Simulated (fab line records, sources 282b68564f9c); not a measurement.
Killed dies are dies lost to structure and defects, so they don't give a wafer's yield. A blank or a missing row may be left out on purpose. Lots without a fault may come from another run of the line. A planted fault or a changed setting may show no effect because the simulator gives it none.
A struck lot beside a sound one | flow rit_cmos | 39 steps out of a route of 202
Sound: wafers L619.1, L619.2, L619.5. Struck: wafers L627.2, L627.4, L627.6. The cause comes at the end.
At each step with rows: each side's tool, then ch and its chambers, then its first start. Under that, the readings that differ: sound wafers | struck wafers | difference of the means | sigmas: that difference in standard deviations of wafers without a fault.
alike: readings whose means differ by less than 2 such deviations, and words and numbers that are the same on both sides. not compared: withheld readings, readings that some wafer has no value for, bounds like >300 that may hide the same value, and numbers for which the record gives no deviation and whose values overlap.
The two part at a step that has a row with sigmas, a row that says differs or no value, or rows on one side only. Numbers that don't overlap but have no deviation are shown without sigmas and don't part them. A reading that every wafer of one side lacks parts them only if that side has two wafers or more.

first, 3 steps without rows for these wafers: RIT_GATE_EXPOSE_13 (exposes mask M6, target cd 150 nm); RIT_GATE_PEB_14; RIT_GATE_DEVELOP_15 (develop time 50 s).
RIT_GATE_CD_MEAS_16: target cd 150 nm.
  sound on cd_sem-02, day 3 20:22; struck on cd_sem-02, day 5 11:54
  alike: cd_nm
RIT_GATE_OVL_MEAS_17:
  sound on overlay-01, day 3 20:29; struck on overlay-02, day 5 12:01
  alike: GATE_OVL
then, 1 step without rows for these wafers: RIT_GATE_HARDBAKE_18 (time 60 s).
RIT_GATE_ETCH_19: etches poly-Si in SF6/CHF3/O2, stops on SiO2, time 165 s, target depth 312.5 nm.
  sound on rie_si-01 ch 2,3, day 3 20:40; struck on rie_si-01 ch 2,3, day 5 12:11
  alike: chamber_pressure_mTorr, drypump_motor_current_A, oes_product_au, throttle_valve_pct
  not compared: rf_hours_counter_h
RIT_GATE_STRIP_20: strips in O2, time 180 s.
  sound on plasma_asher-02 ch 0,1, day 3 20:46; struck on plasma_asher-01 ch 1, day 5 12:18
  alike: chamber_pressure_mTorr, drypump_motor_current_A, rf_refl_power_W
  not compared: rf_hours_counter_h
RIT_GATE_CD_MEAS_90: target cd 150 nm.
  sound on cd_sem-01, day 3 20:57; struck on cd_sem-02, day 5 12:29
  alike: cd_nm
then, 3 steps without rows for these wafers: RIT_REOX_CLEAN_00 (cleans in SC1, time 600 s); RIT_REOX_CLEAN_01 (cleans in dHF, time 30 s); RIT_REOX_CLEAN_02 (cleans in SC2, time 600 s).
RIT_REOX_OXIDATION_03: target thk 25.2 nm, ox time 5580 s.
  sound on furnace-04 ch 0, day 3 21:28; struck on furnace-04 ch 0, day 5 13:22
  reading                                     | sound             | struck            | difference | sigmas
  spike_tc_centre_C (C)                       | 903.4 903.2 901.4 | 883.0 883.2 882.4 | -19.8      | -20
  model.SiO2_of_REOX_OXIDATION_03.thk_nm (nm) | 24.91 25.55 24.88 | 22.3 22.13 22.5   | -2.8       |
  alike: spike_tc_source_C
RIT_REOX_THK_MEAS_04:
  sound on film_metro-02, day 4 00:01; struck on film_metro-01, day 5 15:56
  reading             | sound          | struck         | difference | sigmas
  REOX_OXIDE_THK (nm) | 24.9 25.6 24.9 | 22.3 22.1 22.5 | -2.8       | -7
then, 6 steps without rows for these wafers: RIT_NLDD_HMDS_00 (prime time 60 s); RIT_NLDD_COAT_01 (resist thk 1000 nm); RIT_NLDD_SOFTBAKE_02 (time 60 s); RIT_NLDD_EXPOSE_03 (exposes mask M7, target cd 40700 nm); RIT_NLDD_PEB_04; RIT_NLDD_DEVELOP_05 (develop time 50 s).
RIT_NLDD_OVL_MEAS_06:
  sound on overlay-01, day 4 01:03; struck on overlay-01, day 5 16:58
  alike: NLDD_OVL
then, 2 steps without rows for these wafers: RIT_NLDD_HARDBAKE_07 (time 60 s); RIT_NLDD_IMPLANT_08.
RIT_NLDD_STRIP_09: strips in O2, time 180 s.
  sound on plasma_asher-01 ch 0,1, day 4 01:23; struck on plasma_asher-04 ch 0,1, day 5 17:17
  alike: chamber_pressure_mTorr, drypump_motor_current_A, rf_refl_power_W
  not compared: rf_hours_counter_h
RIT_NLDD_TW_MEAS_10:
  sound on film_metro-04, day 4 01:34; struck on film_metro-03, day 5 17:29
  alike: NLDD_TW
then, 6 steps without rows for these wafers: RIT_PLDD_HMDS_00 (prime time 60 s); RIT_PLDD_COAT_01 (resist thk 1000 nm); RIT_PLDD_SOFTBAKE_02 (time 60 s); RIT_PLDD_EXPOSE_03 (exposes mask M8, target cd 40900 nm); RIT_PLDD_PEB_04; RIT_PLDD_DEVELOP_05 (develop time 50 s).
RIT_PLDD_OVL_MEAS_06:
  sound on overlay-01, day 4 02:36; struck on overlay-02, day 5 18:23
  reading       | sound       | struck         | difference | sigmas
  PLDD_OVL (nm) | 0.8 0.8 0.5 | -4.1 -2.7 -2.1 | -3.7       | -2
then, 2 steps without rows for these wafers: RIT_PLDD_HARDBAKE_07 (time 60 s); RIT_PLDD_IMPLANT_08.
RIT_PLDD_STRIP_09: strips in O2, time 180 s.
  sound on plasma_asher-01 ch 0,1, day 4 02:56; struck on plasma_asher-01 ch 0,1, day 5 18:43
  alike: chamber_pressure_mTorr, drypump_motor_current_A, rf_refl_power_W
  not compared: rf_hours_counter_h
RIT_PLDD_TW_MEAS_10:
  sound on film_metro-02, day 4 03:07; struck on film_metro-04, day 5 18:54
  alike: PLDD_TW
RIT_SPACER_CLEAN_00: cleans in SC1, time 600 s.
  sound on wet_bench-04 ch 0, day 4 03:10; struck on wet_bench-03 ch 2, day 5 18:57
  reading                                     | sound             | struck           | difference | sigmas
  model.SiO2_of_REOX_OXIDATION_03.thk_nm (nm) | 22.99 23.58 22.95 | 20.56 20.4 20.73 | -2.61      |
  alike: temp_c
then, 1 step without rows for these wafers: RIT_SPACER_CLEAN_01 (cleans in dHF, time 30 s).
RIT_M1_PROBE_99:
  sound on prober-02, day 4 16:40; struck on prober-02, day 6 08:46
  reading                             | sound             | struck            | difference | sigmas
  model.etest.pmos_turned.r_on_ohm_um | 3460 3583 3539    | 3162 3107 3206    | -369       |
  model.etest.pmos_0p3.r_on_ohm_um    | 6255 6395 6381    | 6183 6123 6243    | -161       |
  model.etest.pmos_0p15.r_on_ohm_um   | 2764 2849 2840    | 2660 2570 2675    | -183       |
  model.etest.pldd.rs_ohm_sq          | 491 528.2 490.9   | 394.4 383.9 395.9 | -112.0     |
  model.etest.nldd.rs_ohm_sq          | 380.4 395.5 381.7 | 323.5 323.3 325.6 | -61.7      |
  model.etest.nmos_turned.drive_ua_um | 306.7 298.6 302.8 | 365.8 373.1 362.5 | +64.4      |
  model.etest.pldd.line_ohm_um        | 154.9 168.2 157.4 | 122.3 120.5 125.5 | -37.4      |
  model.etest.pmos_turned.drive_ua_um | 187 178.6 184.3   | 216.1 219.4 212.2 | +32.6      |
  alike: killed_at_contacts, killed_at_front_end, killed_dies, killed_open, killed_short

WHERE THEY PART
First at RIT_REOX_OXIDATION_03; last, within this record, at RIT_PLDD_OVL_MEAS_06. Later steps at which nothing parts them and some readings are alike: RIT_PLDD_STRIP_09, RIT_PLDD_TW_MEAS_10, RIT_SPACER_CLEAN_00, RIT_M1_PROBE_99.

WHY: what the simulator had put in
Process parameter drift: furnace-04, from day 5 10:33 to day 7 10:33, at RIT_REOX_OXIDATION_03. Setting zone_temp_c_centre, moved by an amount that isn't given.
